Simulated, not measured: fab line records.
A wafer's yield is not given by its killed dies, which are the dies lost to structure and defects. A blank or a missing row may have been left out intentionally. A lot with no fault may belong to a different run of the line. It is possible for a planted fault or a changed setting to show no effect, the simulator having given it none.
What tool caused it?    flow berkeley_cmos170    8 lots with 24 wafers sampled at 2 steps, on a route of 331 steps

WHAT THE GAUGES READ, wafer by wafer
UCB170_GATE_OVL_MEAS_13.
lot   measured      on          GATE_OVL (nm)
L251  day 6 14:29   overlay-01  -7 -2 -1
L254  day 7 08:59   overlay-01  0 0 -5
L255  day 7 09:16   overlay-01  3 -2 8
L257  day 7 17:15   overlay-02  -5 -6 -8
L260  day 8 05:36   overlay-01  4 10 14
L264  day 8 22:13   overlay-01  -6 -14 -10
L268  day 9 23:17   overlay-01  3 7 8
L271  day 10 10:27  overlay-02  -5 -6 -2

TOOL THAT RAN EACH LOT (tool first, then ch and the chambers of the sampled wafers, then the start)
lot   UCB170_ZERO_EXPOSE_03
L251  krf_scanner-01 ch 0, day 2 00:22
L254  krf_scanner-02 ch 0, day 2 13:49
L255  krf_scanner-02 ch 0, day 2 22:14
L257  krf_scanner-01 ch 0, day 3 06:57
L260  krf_scanner-02 ch 0, day 3 18:06
L264  krf_scanner-02 ch 0, day 4 21:07
L268  krf_scanner-02 ch 0, day 5 13:50
L271  krf_scanner-02 ch 0, day 6 04:30
- UCB170_ZERO_EXPOSE_03: exposes mask PM MARKS, target cd 4000 nm.

THE ANSWER, worked out from the rows above alone
Rule: what is usual is taken from the lots themselves. Put in order of their means at a reading, lots are off if they are a third of the lots or fewer, leave a main group of 4 or more, and stand apart from it by a gap of 3 or more times the standard deviation of the main group's means; of several such gaps the widest counts. Not used: any main group whose means are identical at the precision the tables above print for the reading. A lot without any number at a reading at which 4 lots or more have one is off too. Any other lot the step has rows for is counted as sound.
No lot is off at any reading shown: from this, nothing can be told.

WHAT THE SIMULATOR HAD INSERTED
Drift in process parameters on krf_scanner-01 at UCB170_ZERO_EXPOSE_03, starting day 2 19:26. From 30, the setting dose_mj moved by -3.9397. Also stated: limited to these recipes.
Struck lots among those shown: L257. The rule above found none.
